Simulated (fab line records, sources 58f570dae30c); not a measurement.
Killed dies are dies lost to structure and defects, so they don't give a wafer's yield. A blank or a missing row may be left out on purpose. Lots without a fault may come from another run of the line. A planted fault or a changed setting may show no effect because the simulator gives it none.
A struck lot beside a sound one | flow berkeley_cmos170 | 17 steps out of a route of 331
Sound: wafers L987.1, L987.4, L987.6. Struck: wafer L996.1. (L996.3, L996.4 of the same lot were not struck and are left out.) The cause comes at the end.
At each step with rows: each side's tool, then ch and its chambers, then its first start. Under that, the readings that differ: sound wafers | struck wafers | difference of the means | sigmas: that difference in standard deviations of wafers without a fault.
alike: readings whose means differ by less than 2 such deviations, and words and numbers that are the same on both sides. not compared: withheld readings, readings that some wafer has no value for, bounds like >300 that may hide the same value, and numbers for which the record gives no deviation and whose values overlap.
The two part at a step that has a row with sigmas, a row that says differs or no value, or rows on one side only. Numbers that don't overlap but have no deviation are shown without sigmas and don't part them. A reading that every wafer of one side lacks parts them only if that side has two wafers or more.

first, 5 steps without rows for these wafers: UCB170_NLDD_COAT_01 (resist thk 900 nm); UCB170_NLDD_SOFTBAKE_02 (time 60 s); UCB170_NLDD_EXPOSE_03 (exposes mask NSELECT, target cd 1200 nm); UCB170_NLDD_PEB_04; UCB170_NLDD_DEVELOP_05 (develop time 45 s).
UCB170_NLDD_CD_MEAS_06: target cd 1200 nm.
  sound on cd_sem-02, day 7 21:16; struck on cd_sem-02, day 10 12:21
  reading    | sound                | struck | difference | sigmas
  cd_nm (nm) | 1200.9 1201.3 1201.0 | 1197.1 | -4.0       | -2
UCB170_NLDD_OVL_MEAS_07:
  sound on overlay-01, day 7 21:23; struck on overlay-02, day 10 12:28
  alike: NLDD_OVL
then, 2 steps without rows for these wafers: UCB170_NLDD_IMPLANT_08; UCB170_NLDD_IMPLANT_09.
UCB170_NLDD_STRIP_10: strips in O2.
  sound on plasma_asher-02 ch 0,1, day 7 21:43; struck on plasma_asher-01 ch 1, day 10 12:48
  reading                     | sound       | struck | difference | sigmas
  drypump_motor_current_A (A) | 6.1 6.4 6.2 | 5.4    | -0.8       | -2
  alike: oes_product_au, strip_time_to_endpoint_s
  not compared: rf_hours_counter_h
UCB170_NLDD_TW_MEAS_11:
  sound on film_metro-03, day 7 21:49; struck on film_metro-02, day 10 12:54
  alike: NLDD_TW
then, 1 step without rows for these wafers: UCB170_NLDD_CLEAN_12 (cleans in SPM, time 600 s).
UCB170_SPACER_CVD_00: deposits SiO2 from TEOS/O2, target thk 376 nm, time 47 s.
  sound on pecvd-01 ch 0,1, day 7 22:04; struck on pecvd-01 ch 1, day 10 13:09
  reading                                 | sound             | struck | difference | sigmas
  model.SiO2_of_SPACER_CVD_00.thk_nm (nm) | 375.8 375.9 387.3 | 248.6  | -131.1     |
  alike: heater_power_w
UCB170_SPACER_THK_MEAS_01:
  sound on film_metro-01, day 7 22:06; struck on film_metro-02, day 10 13:25
  reading              | sound       | struck | difference | sigmas
  SPACER_TEOS_THK (nm) | 376 376 387 | 248    | -132       | -25
  not compared: hold
UCB170_SPACER_ETCHBACK_03: etches SiO2 in CHF3/CF4/Ar, stops on Si, target depth 376 nm, time 100 s.
  sound on rie_diel-01 ch 0,1,2, day 8 03:07; struck on rie_diel-01 ch 2, day 10 20:08
  reading                  | sound             | struck | difference | sigmas
  oes_product_au (a.u.)    | 0.903 0.919 0.935 | 0.692  | -0.227     | -14
  model.etch.depth_nm (nm) | 375.8 375.9 387.3 | 248.6  | -131.1     |
  alike: drypump_motor_current_A, throttle_valve_pct
  not compared: rf_hours_counter_h
then, 1 step without rows for these wafers: UCB170_PSD_HMDS_00 (prime time 60 s).
UCB170_M3_PROBE_99:
  the record has rows for the struck wafers here (prober-02, day 12 00:40) and none for the sound ones

WHERE THEY PART
First at UCB170_NLDD_CD_MEAS_06; last, within this record, at UCB170_M3_PROBE_99.

WHY: what the simulator had put in
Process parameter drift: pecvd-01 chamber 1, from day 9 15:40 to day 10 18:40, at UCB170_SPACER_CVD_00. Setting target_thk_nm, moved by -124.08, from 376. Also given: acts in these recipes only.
